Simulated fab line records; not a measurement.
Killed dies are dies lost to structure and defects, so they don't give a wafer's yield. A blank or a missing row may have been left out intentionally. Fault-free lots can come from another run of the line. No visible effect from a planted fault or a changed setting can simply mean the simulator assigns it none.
fab line records ; flow ritCmos
record lots=15; wafers=45; lastDay=8
route steps=202 shown FOX2@27 PRETRO@70 GATE@81 CONTACT@169 M1@202
lots that met no fault: taken from a fault-free run of the same line
startH: hours from the record's opening day to when the first of the lot's shown wafers began ; waitH: time in hours since the lot's previous step ; " the same as in the row above ; L1.1+2: several wafers, shown together as one row ; - no value, or no start was given ; * or withheld: withheld ; < > ~ a bound
route shown NAME@n: a module of which the file shows steps, and the number in the route of the first ; usual: mean/standard deviation taken from wafers without a fault ; same: alike in all rows ; chamber/n: place in a boat ; sites: readings site by site ; _std_site: their standard deviation ; _edge_site: mean of outer sites minus mean of inner sites ; radiusMm: for every site, how far away it sits from the centre of the wafer ; mask NAME#n: copy n ; behind: tool/chamber where the wafer was last shaped ; hold: cause of the lot's hold/its duration in hours/its outcome ; device: names the non-switching transistor (n, p or np) ; end of line: the tests these same wafers got at the end of their route ; for a step that has no rows: nothing shown but its recipe ; killed: count of dies lost to structure and defects at first sort (not the wafer's yield) ; map: a wafer's dies, x killed, . not, _ none there
set.NAME: the setting the step ran with; set.NAME@STEP: the setting that earlier step ran with ; model.NAME: the simulator's own value behind a step, which no gauge read
the route's steps for a sample of lots (tables are steps, rows are wafers)
services: from which hour (startH, from the record's first day; less than 0 if before it) a tool's chamber was out of use, for how many hours, and why
## steps
# step RIT_FOX2_THK_MEAS_90
# recipe reads=SiO2_of_FOX2_OXIDATION_00
# usual FIELD_OXIDE_LEFT_1_THK=326/7.3
lot.wafer;tool;chamber;startH;waitH;FIELD_OXIDE_LEFT_1_THK[nm]
L751.2;filmMetro-02;-;20.30;0.0;323
L751.4;filmMetro-02;-;20.30;0.0;318
L751.6;filmMetro-02;-;20.30;0.0;323
L752.1;filmMetro-02;-;26.32;0.0;308
L752.3;filmMetro-02;-;26.32;0.0;315
L752.4;filmMetro-02;-;26.32;0.0;316
L753.1;filmMetro-04;-;31.95;0.0;329
L753.3;filmMetro-04;-;31.95;0.0;322
L753.5;filmMetro-04;-;31.95;0.0;333
L754.2;filmMetro-03;-;38.45;0.0;322
L754.3;filmMetro-03;-;38.45;0.0;325
L754.4;filmMetro-03;-;38.45;0.0;323
L757.1;filmMetro-04;-;55.36;0.0;334
L757.4;filmMetro-04;-;55.36;0.0;330
L757.5;filmMetro-04;-;55.36;0.0;333
L758.2;filmMetro-04;-;59.69;0.0;319
L758.4;filmMetro-04;-;59.69;0.0;319
L758.6;filmMetro-04;-;59.69;0.0;324
L759.2;filmMetro-03;-;63.78;0.0;338
L759.3;filmMetro-03;-;63.78;0.0;334
L759.4;filmMetro-03;-;63.78;0.0;332
L760.4;filmMetro-03;-;67.75;0.0;328
L760.5;filmMetro-03;-;67.75;0.0;328
L760.6;filmMetro-03;-;67.75;0.0;330
L761.3;filmMetro-03;-;71.82;0.0;333
L761.5;filmMetro-03;-;71.82;0.0;337
L761.6;filmMetro-03;-;71.82;0.0;336
L766.1;filmMetro-04;-;99.31;0.0;335
L766.3;filmMetro-04;-;99.31;0.0;327
L766.5;filmMetro-04;-;99.31;0.0;335
L768.4;filmMetro-02;-;104.96;0.0;323
L768.5;filmMetro-02;-;104.96;0.0;318
L768.6;filmMetro-02;-;104.96;0.0;323
L769.1;filmMetro-02;-;113.35;0.0;317
L769.3;filmMetro-02;-;113.35;0.0;318
L769.5;filmMetro-02;-;113.35;0.0;313
L770.1;filmMetro-03;-;117.60;0.0;334
L770.2;filmMetro-03;-;117.60;0.0;328
L770.3;filmMetro-03;-;117.60;0.0;326
L771.2;filmMetro-03;-;121.74;0.0;324
L771.3;filmMetro-03;-;121.74;0.0;324
L771.5;filmMetro-03;-;121.74;0.0;318
L773.4;filmMetro-02;-;131.36;0.0;332
L773.5;filmMetro-02;-;131.36;0.0;332
L773.6;filmMetro-02;-;131.36;0.0;329
# step RIT_PRETRO_OVL_MEAS_06
# usual PRETRO_OVL=-0.2/1.2
lot.wafer;tool;chamber;startH;waitH;PRETRO_OVL[nm]
L751.2;overlay-02;-;31.59;-;0.5
L751.4;overlay-02;-;31.59;-;1.3
L751.6;overlay-02;-;31.59;-;-1.4
L752.1;overlay-01;-;37.97;-;-1.3
L752.3;overlay-01;-;37.97;-;0.3
L752.4;overlay-01;-;37.97;-;-0.9
L753.1;overlay-01;-;47.35;-;-1.3
L753.3;overlay-01;-;47.35;-;-1.7
L753.5;overlay-01;-;47.35;-;-0.6
L754.2;overlay-01;-;52.78;-;1.1
L754.3;overlay-01;-;52.78;-;0.4
L754.4;overlay-01;-;52.78;-;0.1
L757.1;overlay-01;-;67.34;-;-2.1
L757.4;overlay-01;-;67.34;-;-2.6
L757.5;overlay-01;-;67.34;-;-2.7
L758.2;overlay-02;-;72.62;-;0.1
L758.4;overlay-02;-;72.62;-;-1.3
L758.6;overlay-02;-;72.62;-;-1.8
L759.2;overlay-01;-;75.86;-;-0.8
L759.3;overlay-01;-;75.86;-;-0.2
L759.4;overlay-01;-;75.86;-;0.6
L760.4;overlay-02;-;80.83;-;-1.3
L760.5;overlay-02;-;80.83;-;-1.0
L760.6;overlay-02;-;80.83;-;-1.0
L761.3;overlay-02;-;83.47;-;0.2
L761.5;overlay-02;-;83.47;-;0.5
L761.6;overlay-02;-;83.47;-;1.8
L766.1;overlay-02;-;111.36;-;1.5
L766.3;overlay-02;-;111.36;-;0.8
L766.5;overlay-02;-;111.36;-;3.3
L768.4;overlay-02;-;117.07;-;1.1
L768.5;overlay-02;-;117.07;-;0.2
L768.6;overlay-02;-;117.07;-;1.3
L769.1;overlay-02;-;125.59;-;2.3
L769.3;overlay-02;-;125.59;-;2.2
L769.5;overlay-02;-;125.59;-;1.1
L770.1;overlay-01;-;130.06;-;-2.0
L770.2;overlay-01;-;130.06;-;-1.5
L770.3;overlay-01;-;130.06;-;-1.2
L771.2;overlay-01;-;134.36;-;-0.8
L771.3;overlay-01;-;134.36;-;0.1
L771.5;overlay-01;-;134.36;-;0.0
L773.4;overlay-01;-;142.67;-;0.0
L773.5;overlay-01;-;142.67;-;1.0
L773.6;overlay-01;-;142.67;-;-0.7
# step RIT_GATE_OXIDATION_05
# recipe tempC=900; ambient=O2; targetThkA=30; oxTimeS=270
# usual tubeCenterTempC=900.01/0.077
lot.wafer;tool;chamber;startH;waitH;tubeCenterTempC
L751.2;furnace-01;0;35.17;2.5;899.96
L751.4;furnace-01;0;35.17;2.5;899.91
L751.6;furnace-01;0;35.17;2.5;900.05
L752.1;furnace-04;0;42.67;3.6;900
L752.3;furnace-04;0;42.67;3.6;899.99
L752.4;furnace-04;0;42.67;3.6;899.98
L753.1;furnace-04;0;50.49;2.0;900.15
L753.3;furnace-04;0;50.49;2.0;900.08
L753.5;furnace-04;0;50.49;2.0;900.02
L754.2;furnace-01;0;54.48;0.6;900.06
L754.3;furnace-01;0;54.48;0.6;899.99
L754.4;furnace-01;0;54.48;0.6;900.11
L757.1;furnace-01;0;68.62;0.2;899.92
L757.4;furnace-01;0;68.62;0.2;900.1
L757.5;furnace-01;0;68.62;0.2;900.08
L758.2;furnace-01;0;75.05;1.3;900.04
L758.4;furnace-01;0;75.05;1.3;900.08
L758.6;furnace-01;0;75.05;1.3;900.11
L759.2;furnace-01;0;78.31;1.3;900.11
L759.3;furnace-01;0;78.31;1.3;900
L759.4;furnace-01;0;78.31;1.3;900.04
L760.4;furnace-01;0;84.19;2.2;900.02
L760.5;furnace-01;0;84.19;2.2;899.99
L760.6;furnace-01;0;84.19;2.2;899.93
L761.3;furnace-03;0;85.65;0.8;899.88
L761.5;furnace-03;0;85.65;0.8;899.94
L761.6;furnace-03;0;85.65;0.8;899.96
L766.1;furnace-04;0;114.33;1.8;899.93
L766.3;furnace-04;0;114.33;1.8;900.05
L766.5;furnace-04;0;114.33;1.8;900.01
L768.4;furnace-03;0;118.46;0.3;900.05
L768.5;furnace-03;0;118.46;0.3;900.05
L768.6;furnace-03;0;118.46;0.3;899.99
L769.1;furnace-03;0;128.64;1.9;900
L769.3;furnace-03;0;128.64;1.9;899.92
L769.5;furnace-03;0;128.64;1.9;900.12
L770.1;furnace-04;0;131.21;0.1;900.01
L770.2;furnace-04;0;131.21;0.1;900
L770.3;furnace-04;0;131.21;0.1;900.15
L771.2;furnace-03;0;139.95;4.4;899.86
L771.3;furnace-03;0;139.95;4.4;899.91
L771.5;furnace-03;0;139.95;4.4;899.97
L773.4;furnace-03;0;144.52;0.7;900.06
L773.5;furnace-03;0;144.52;0.7;899.93
L773.6;furnace-03;0;144.52;0.7;899.9
# step RIT_GATE_THK_MEAS_07
# recipe reads=SiO2_of_GATE_OXIDATION_05
# usual GATE_OXIDE_THK=3.04/0.063
lot.wafer;tool;chamber;startH;waitH;GATE_OXIDE_THK[nm]
L751.2;filmMetro-03;-;41.37;0.0;2.99
L751.4;filmMetro-03;-;41.37;0.0;3.00
L751.6;filmMetro-03;-;41.37;0.0;3.04
L752.1;filmMetro-04;-;48.56;0.0;2.97
L752.3;filmMetro-04;-;48.56;0.0;3.00
L752.4;filmMetro-04;-;48.56;0.0;2.98
L753.1;filmMetro-04;-;52.64;0.0;3.09
L753.3;filmMetro-04;-;52.64;0.0;3.13
L753.5;filmMetro-04;-;52.64;0.0;3.05
L754.2;filmMetro-03;-;56.91;0.0;2.99
L754.3;filmMetro-03;-;56.91;0.0;3.00
L754.4;filmMetro-03;-;56.91;0.0;2.96
L757.1;filmMetro-02;-;71.18;0.0;3.16
L757.4;filmMetro-02;-;71.18;0.0;3.14
L757.5;filmMetro-02;-;71.18;0.0;3.15
L758.2;filmMetro-03;-;78.31;0.0;3.56
L758.4;filmMetro-03;-;78.31;0.0;3.62
L758.6;filmMetro-03;-;78.31;0.0;3.56
L759.2;filmMetro-03;-;80.95;0.0;3.48
L759.3;filmMetro-03;-;80.95;0.0;3.51
L759.4;filmMetro-03;-;80.95;0.0;3.50
L760.4;filmMetro-03;-;87.01;0.0;3.45
L760.5;filmMetro-03;-;87.01;0.0;3.45
L760.6;filmMetro-03;-;87.01;0.0;3.52
L761.3;filmMetro-02;-;87.95;0.0;3.01
L761.5;filmMetro-02;-;87.95;0.0;3.02
L761.6;filmMetro-02;-;87.95;0.0;3.01
L766.1;filmMetro-03;-;116.97;0.0;2.96
L766.3;filmMetro-03;-;116.97;0.0;2.99
L766.5;filmMetro-03;-;116.97;0.0;3.00
L768.4;filmMetro-03;-;119.81;0.0;3.07
L768.5;filmMetro-03;-;119.81;0.0;3.00
L768.6;filmMetro-03;-;119.81;0.0;3.02
L769.1;filmMetro-02;-;129.96;0.0;3.04
L769.3;filmMetro-02;-;129.96;0.0;3.02
L769.5;filmMetro-02;-;129.96;0.0;3.04
L770.1;filmMetro-04;-;132.53;0.0;3.03
L770.2;filmMetro-04;-;132.53;0.0;2.95
L770.3;filmMetro-04;-;132.53;0.0;2.96
L771.2;filmMetro-03;-;144.53;0.0;3.00
L771.3;filmMetro-03;-;144.53;0.0;3.03
L771.5;filmMetro-03;-;144.53;0.0;3.16
L773.4;filmMetro-03;-;146.12;0.0;3.01
L773.5;filmMetro-03;-;146.12;0.0;3.01
L773.6;filmMetro-03;-;146.12;0.0;2.99
# step RIT_CONTACT_THK_MEAS_01
# recipe reads=SiO2_of_CONTACT_CVD_00
# usual CONTACT_TEOS_THK=401/5.8
lot.wafer;tool;chamber;startH;waitH;CONTACT_TEOS_THK[nm]
L751.2;filmMetro-01;-;61.08;0.0;392
L751.4;filmMetro-01;-;61.08;0.0;403
L751.6;filmMetro-01;-;61.08;0.0;405
L752.1;filmMetro-01;-;65.40;0.0;394
L752.3;filmMetro-01;-;65.40;0.0;402
L752.4;filmMetro-01;-;65.40;0.0;408
L753.1;filmMetro-01;-;69.74;0.0;401
L753.3;filmMetro-01;-;69.74;0.0;393
L753.5;filmMetro-01;-;69.74;0.0;403
L754.2;filmMetro-02;-;74.78;0.0;400
L754.3;filmMetro-02;-;74.78;0.0;391
L754.4;filmMetro-02;-;74.78;0.0;401
L757.1;filmMetro-01;-;90.97;0.0;392
L757.4;filmMetro-01;-;90.97;0.0;404
L757.5;filmMetro-01;-;90.97;0.0;406
L758.2;filmMetro-01;-;98.04;0.0;397
L758.4;filmMetro-01;-;98.04;0.0;399
L758.6;filmMetro-01;-;98.04;0.0;404
L759.2;filmMetro-01;-;98.44;0.0;400
L759.3;filmMetro-01;-;98.44;0.0;405
L759.4;filmMetro-01;-;98.44;0.0;407
L760.4;filmMetro-01;-;104.21;0.0;407
L760.5;filmMetro-01;-;104.21;0.0;405
L760.6;filmMetro-01;-;104.21;0.0;403
L761.3;filmMetro-01;-;105.66;0.0;403
L761.5;filmMetro-01;-;105.66;0.0;411
L761.6;filmMetro-01;-;105.66;0.0;407
L766.1;filmMetro-03;-;133.57;0.0;398
L766.3;filmMetro-03;-;133.57;0.0;405
L766.5;filmMetro-03;-;133.57;0.0;411
L768.4;filmMetro-01;-;137.19;0.0;399
L768.5;filmMetro-01;-;137.19;0.0;397
L768.6;filmMetro-01;-;137.19;0.0;396
L770.1;filmMetro-03;-;150.15;0.0;401
L770.2;filmMetro-03;-;150.15;0.0;399
L770.3;filmMetro-03;-;150.15;0.0;401
L769.1;filmMetro-02;-;152.74;0.0;398
L769.3;filmMetro-02;-;152.74;0.0;405
L769.5;filmMetro-02;-;152.74;0.0;402
L771.2;filmMetro-02;-;173.18;0.0;392
L771.3;filmMetro-02;-;173.18;0.0;397
L771.5;filmMetro-02;-;173.18;0.0;405
L773.4;filmMetro-01;-;173.58;0.0;407
L773.5;filmMetro-01;-;173.58;0.0;410
L773.6;filmMetro-01;-;173.58;0.0;410
# step RIT_M1_PROBE_99
# usual killed_at_M0_to_M3=0.0/0.083; killedAtContacts=0.1/0.23; killedAtFrontEnd=6.2/2.8; killedDies=6.3/2.7; killedOpen=3.1/2; killedShort=3.2/1.8
# same grossDies=264; killed_at_M4_up=0; killedAtBackSide=0; killedAtOther=0
lot.wafer;tool;chamber;startH;waitH;killed_at_M0_to_M3;killedAtContacts;killedAtFrontEnd;killedDies;killedOpen;killedShort
L752.1;prober-01;-;71.94;0.1;0;0;2;2;1;1
L752.3;prober-01;-;72.04;0.2;0;0;6;6;3;3
L752.4;prober-01;-;72.09;0.2;0;0;5;5;2;3
L760.4;prober-01;-;110.54;0.2;0;0;7;7;5;2
L760.5;prober-01;-;110.59;0.2;0;0;10;10;9;1
L760.6;prober-01;-;110.64;0.2;0;0;7;7;2;5
L768.4;prober-02;-;144.04;0.2;0;0;5;5;1;4
L768.5;prober-02;-;144.09;0.2;0;0;7;7;5;2
L768.6;prober-02;-;144.14;0.2;0;0;10;10;4;6
L770.1;prober-01;-;156.49;0.1;0;0;10;10;5;5
L770.2;prober-01;-;156.54;0.1;0;0;7;7;5;2
L770.3;prober-01;-;156.59;0.2;0;0;9;9;4;5
L771.2;prober-01;-;179.95;0.1;0;0;3;3;2;1
L771.3;prober-01;-;180.00;0.2;0;1;3;4;2;2
L771.5;prober-01;-;180.10;0.2;0;0;7;7;4;3
L773.4;prober-02;-;181.55;0.2;0;0;5;5;3;2
L773.5;prober-02;-;181.60;0.2;0;0;10;10;6;4
L773.6;prober-02;-;181.65;0.2;0;0;2;2;1;1
# killed by level:class
L752.1 FOX2:geometricParticle:open=1 SILICIDE:geometricParticle:short=1
L752.3 REOX:geometricParticle:open=2 REOX:geometricParticle:short=1 SPACER:geometricParticle:open=1 SPACER:geometricParticle:short=1 SILICIDE:geometricParticle:short=1
L752.4 GATE:geometricParticle:short=2 REOX:geometricParticle:open=1 SPACER:geometricParticle:short=1 SPACER:geometricParticle:open=1
L760.4 GATE:geometricParticle:open=2 FOX1:geometricParticle:open=1 FOX2:geometricParticle:open=1 FOX2:geometricParticle:short=1 GATE:geometricParticle:short=1 SPACER:geometricParticle:open=1
L760.5 FOX2:geometricParticle:open=2 GATE:geometricParticle:open=2 SPACER:geometricParticle:open=2 FOX1:geometricParticle:open=1 REOX:geometricParticle:open=1 GATE:geometricParticle:short=1 SILICIDE:geometricParticle:open=1
L760.6 GATE:geometricParticle:short=3 FOX1:geometricParticle:open=1 REOX:geometricParticle:short=1 SPACER:geometricParticle:open=1 SILICIDE:geometricParticle:short=1
L768.4 SILICIDE:geometricParticle:short=2 GATE:geometricParticle:short=2 REOX:geometricParticle:open=1
L768.5 GATE:geometricParticle:open=2 GATE:geometricParticle:short=2 FOX1:geometricParticle:open=1 SPACER:geometricParticle:open=1 SILICIDE:geometricParticle:open=1
L768.6 GATE:geometricParticle:short=4 FOX1:geometricParticle:short=1 FOX1:geometricParticle:open=1 GATE:geometricParticle:open=1 REOX:geometricParticle:open=1 SPACER:geometricParticle:short=1 SPACER:geometricParticle:open=1
L770.1 GATE:geometricParticle:short=4 GATE:geometricParticle:open=3 FOX1:geometricParticle:short=1 FOX1:geometricParticle:open=1 SPACER:geometricParticle:open=1
L770.2 SPACER:geometricParticle:open=2 SILICIDE:geometricParticle:open=2 FOX1:geometricParticle:short=1 FOX1:geometricParticle:open=1 GATE:geometricParticle:short=1
L770.3 GATE:geometricParticle:short=4 GATE:geometricParticle:open=3 FOX1:geometricParticle:short=1 SPACER:geometricParticle:open=1
L771.2 FOX1:geometricParticle:short=1 REOX:geometricParticle:open=1 SPACER:geometricParticle:open=1
L771.3 GATE:geometricParticle:short=2 SPACER:geometricParticle:open=1 CONTACT:geometricParticle:open=1
L771.5 FOX1:geometricParticle:short=2 SPACER:geometricParticle:open=2 FOX2:geometricParticle:open=1 GATE:geometricParticle:open=1 GATE:geometricParticle:short=1
L773.4 REOX:geometricParticle:open=2 FOX1:geometricParticle:open=1 SPACER:geometricParticle:short=1 SILICIDE:geometricParticle:short=1
L773.5 REOX:geometricParticle:open=5 SPACER:geometricParticle:short=3 REOX:geometricParticle:short=1 SPACER:geometricParticle:open=1
L773.6 REOX:geometricParticle:short=1 SILICIDE:geometricParticle:open=1
## services
tool;chamber;startH;hours;kind
furnace-01;-;114.32;3.3;pm
## key
firstSign step=RIT_GATE_THK_MEAS_07; reading=GATE_OXIDE_THK; direction=up; sigmas=7.6; usual=3.04; struck=3.52
effect none on later readings
metAt RIT_GATE_OXIDATION_05
struckLots L758,L759,L760
testerLeftOut L758,L759,L760
notActingAt RIT_FOX2_THK_MEAS_90,RIT_PRETRO_OVL_MEAS_06,RIT_CONTACT_THK_MEAS_01
onsetBetween 68.62 75.05
fault kind=processParameterDrift; tool=furnace-01; chamber=-; onsetH=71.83; steps=RIT_GATE_OXIDATION_05; channel=oxTimeS; offset=*; shape=step; endH=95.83; actsIn=*; stated=*
# testerLeftOut: of these lots the tester's yield and bins aren't shown, on N5 and GAA mostly nor the transistor test; their killed dies are dies lost to structure and defects alone, not to doping, threshold or leakage, so they don't give the yield
